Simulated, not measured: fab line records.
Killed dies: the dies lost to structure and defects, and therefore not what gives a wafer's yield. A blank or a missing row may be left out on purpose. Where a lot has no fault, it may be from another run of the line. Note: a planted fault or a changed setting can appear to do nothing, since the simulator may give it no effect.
Which tool is to blame? :: flow rit cmos :: 14 lots with 42 wafers sampled at 4 steps, on a route of 202 steps

== WHAT THE GAUGES SHOWED, per wafer ==
RIT_NSD_OVL_MEAS_06. Usual: NSD_OVL gives 0.7 nm (standard deviation 1.5).
lot: L137
measured: day 3 03:54
on: overlay-01
NSD_OVL (nm): 2.4 2.9 0.8
flag: 

lot: L138
measured: day 3 09:31
on: overlay-01
NSD_OVL (nm): 3.6 2.9 3.1
flag: 

lot: L139
measured: day 3 19:44
on: overlay-02
NSD_OVL (nm): -0.3 0.3 -0.5
flag: 

lot: L141
measured: day 4 04:50
on: overlay-02
NSD_OVL (nm): 0.7 1.0 0.1
flag: 

lot: L143
measured: day 4 16:35
on: overlay-02
NSD_OVL (nm): -1.1 -1.0 -0.8
flag: 

lot: L144
measured: day 4 22:32
on: overlay-02
NSD_OVL (nm): -1.6 1.6 -0.1
flag: 

lot: L145
measured: day 5 01:25
on: overlay-02
NSD_OVL (nm): -0.9 -1.9 -0.9
flag: 

lot: L148
measured: day 5 11:50
on: overlay-01
NSD_OVL (nm): 2.1 1.0 2.0
flag: 

lot: L149
measured: day 5 16:52
on: overlay-02
NSD_OVL (nm): 4.3 2.6 4.2
flag: 

lot: L150
measured: day 5 20:56
on: overlay-02
NSD_OVL (nm): 0.6 0.4 1.9
flag: 

lot: L153
measured: day 6 09:54
on: overlay-01
NSD_OVL (nm): 0.1 0.7 1.2
flag: 

lot: L155
measured: day 6 22:12
on: overlay-01
NSD_OVL (nm): -0.7 -1.8 -1.9
flag: 

lot: L157
measured: day 7 07:36
on: overlay-02
NSD_OVL (nm): 0.7 0.5 0.1
flag: 

lot: L159
measured: day 7 14:49
on: overlay-02
NSD_OVL (nm): 0.6 1.6 0.1
flag: 

RIT_PSD_OVL_MEAS_06. Usual: PSD_OVL gives 0.3 nm (standard deviation 1.2).
lot: L137
measured: day 3 05:27
on: overlay-02
PSD_OVL (nm): 1.3 1.6 0.5
flag: 

lot: L138
measured: day 3 10:56
on: overlay-02
PSD_OVL (nm): 1.9 0.3 1.8
flag: 

lot: L139
measured: day 3 21:10
on: overlay-02
PSD_OVL (nm): -1.9 -2.5 -2.0
flag: 

lot: L141
measured: day 4 06:15
on: overlay-01
PSD_OVL (nm): 0.9 0.9 1.2
flag: 

lot: L143
measured: day 4 18:00
on: overlay-02
PSD_OVL (nm): -1.0 -0.7 -2.0
flag: 

lot: L144
measured: day 5 00:05
on: overlay-01
PSD_OVL (nm): 1.7 -0.4 -1.4
flag: 

lot: L145
measured: day 5 02:50
on: overlay-01
PSD_OVL (nm): -0.8 0.1 1.5
flag: 

lot: L148
measured: day 5 13:15
on: overlay-02
PSD_OVL (nm): 1.4 0.3 1.1
flag: 

lot: L149
measured: day 5 18:17
on: overlay-02
PSD_OVL (nm): -0.8 -1.6 -0.2
flag: 

lot: L150
measured: day 5 22:29
on: overlay-01
PSD_OVL (nm): 0.8 1.6 1.2
flag: 

lot: L153
measured: day 6 11:29
on: overlay-01
PSD_OVL (nm): -0.4 1.0 -0.2
flag: 

lot: L155
measured: day 6 23:44
on: overlay-02
PSD_OVL (nm): 2.0 1.2 -0.4
flag: 

lot: L157
measured: day 7 09:08
on: overlay-02
PSD_OVL (nm): -1.6 -2.2 -0.9
flag: 

lot: L159
measured: day 7 16:14
on: overlay-01
PSD_OVL (nm): -0.2 0.8 2.7
flag: 

RIT_CONTACT_OVL_MEAS_09. Usual: CONTACT_OVL gives -0.2 nm (standard deviation 1.3).
lot: L137
measured: day 3 08:47
on: overlay-01
CONTACT_OVL (nm): -0.7 -0.5 -1.0
flag: 

lot: L138
measured: day 3 14:25
on: overlay-01
CONTACT_OVL (nm): 0.7 -0.1 -1.8
flag: 

lot: L139
measured: day 4 00:25
on: overlay-01
CONTACT_OVL (nm): 0.7 -0.2 -0.9
flag: 

lot: L141
measured: day 4 09:40
on: overlay-01
CONTACT_OVL (nm): -1.5 -0.9 1.0
flag: 

lot: L143
measured: day 4 21:11
on: overlay-02
CONTACT_OVL (nm): -0.3 -0.2 0.4
flag: 

lot: L144
measured: day 5 03:23
on: overlay-01
CONTACT_OVL (nm): 0.7 0.9 1.5
flag: 

lot: L145
measured: day 5 06:09
on: overlay-01
CONTACT_OVL (nm): -0.1 -1.1 -0.1
flag: 

lot: L148
measured: day 5 16:38
on: overlay-02
CONTACT_OVL (nm): -0.8 -0.2 -0.7
flag: 

lot: L149
measured: day 5 21:37
on: overlay-01
CONTACT_OVL (nm): -0.2 -0.2 1.1
flag: 

lot: L150
measured: day 6 01:49
on: overlay-01
CONTACT_OVL (nm): 2.0 1.6 -0.2
flag: 

lot: L153
measured: day 6 14:56
on: overlay-01
CONTACT_OVL (nm): -0.1 1.1 -0.2
flag: 

lot: L155
measured: day 7 03:23
on: overlay-02
CONTACT_OVL (nm): 0.1 0.6 -0.9
flag: 

lot: L157
measured: day 7 12:38
on: overlay-01
CONTACT_OVL (nm): 1.3 0.6 2.9
flag: 

lot: L159
measured: day 7 19:37
on: overlay-02
CONTACT_OVL (nm): -2.2 -0.5 -0.5
flag: 

== EACH LOT AND THE TOOL THAT RAN IT (in order: tool; ch and the chambers of the sampled wafers; start) ==
lot: L137
RIT_SPACER_CVD_03: lpcvd-02 ch 0, day 3 00:54

lot: L138
RIT_SPACER_CVD_03: lpcvd-01 ch 1, day 3 06:32

lot: L139
RIT_SPACER_CVD_03: lpcvd-02 ch 1, day 3 16:38

lot: L141
RIT_SPACER_CVD_03: lpcvd-01 ch 1, day 4 01:51

lot: L143
RIT_SPACER_CVD_03: lpcvd-02 ch 1, day 4 13:29

lot: L144
RIT_SPACER_CVD_03: lpcvd-01 ch 0, day 4 18:28

lot: L145
RIT_SPACER_CVD_03: lpcvd-01 ch 1, day 4 21:21

lot: L148
RIT_SPACER_CVD_03: lpcvd-02 ch 1, day 5 08:43

lot: L149
RIT_SPACER_CVD_03: lpcvd-02 ch 0, day 5 13:45

lot: L150
RIT_SPACER_CVD_03: lpcvd-02 ch 0, day 5 17:56

lot: L153
RIT_SPACER_CVD_03: lpcvd-01 ch 1, day 6 06:55

lot: L155
RIT_SPACER_CVD_03: lpcvd-01 ch 0, day 6 19:13

lot: L157
RIT_SPACER_CVD_03: lpcvd-01 ch 0, day 7 04:37

lot: L159
RIT_SPACER_CVD_03: lpcvd-01 ch 1, day 7 11:50
- RIT_SPACER_CVD_03: deposits Si3N4 from SiH2Cl2/NH3, target thk 250 nm, time 3300 s.

== WHAT THE TOOLS THEMSELVES READ (means of the sampled wafers that have a number; where no wafer has one, the mark that the record gives instead) ==
The record holds no such reading with a usual standard deviation.

== THE ANSWER, worked out from the rows above alone ==
Rule: a lot counts as off when the mean over its wafers that have a number is more than 3 standard deviations away from the usual mean. A lot without any number at a reading at which 4 lots or more have one is off too. Any other lot the step has rows for is counted as sound. Order of review: gauges by route order, followed by the tools' own readings, for which a lot's mean as printed above is used. The first step at which some lot is off is used, and at that step the reading that is off furthest; a lot without a number counts as furthest.
No lot is off on any of the readings shown, so nothing can be concluded from this.

== WHAT THE SIMULATOR HAD PUT IN ==
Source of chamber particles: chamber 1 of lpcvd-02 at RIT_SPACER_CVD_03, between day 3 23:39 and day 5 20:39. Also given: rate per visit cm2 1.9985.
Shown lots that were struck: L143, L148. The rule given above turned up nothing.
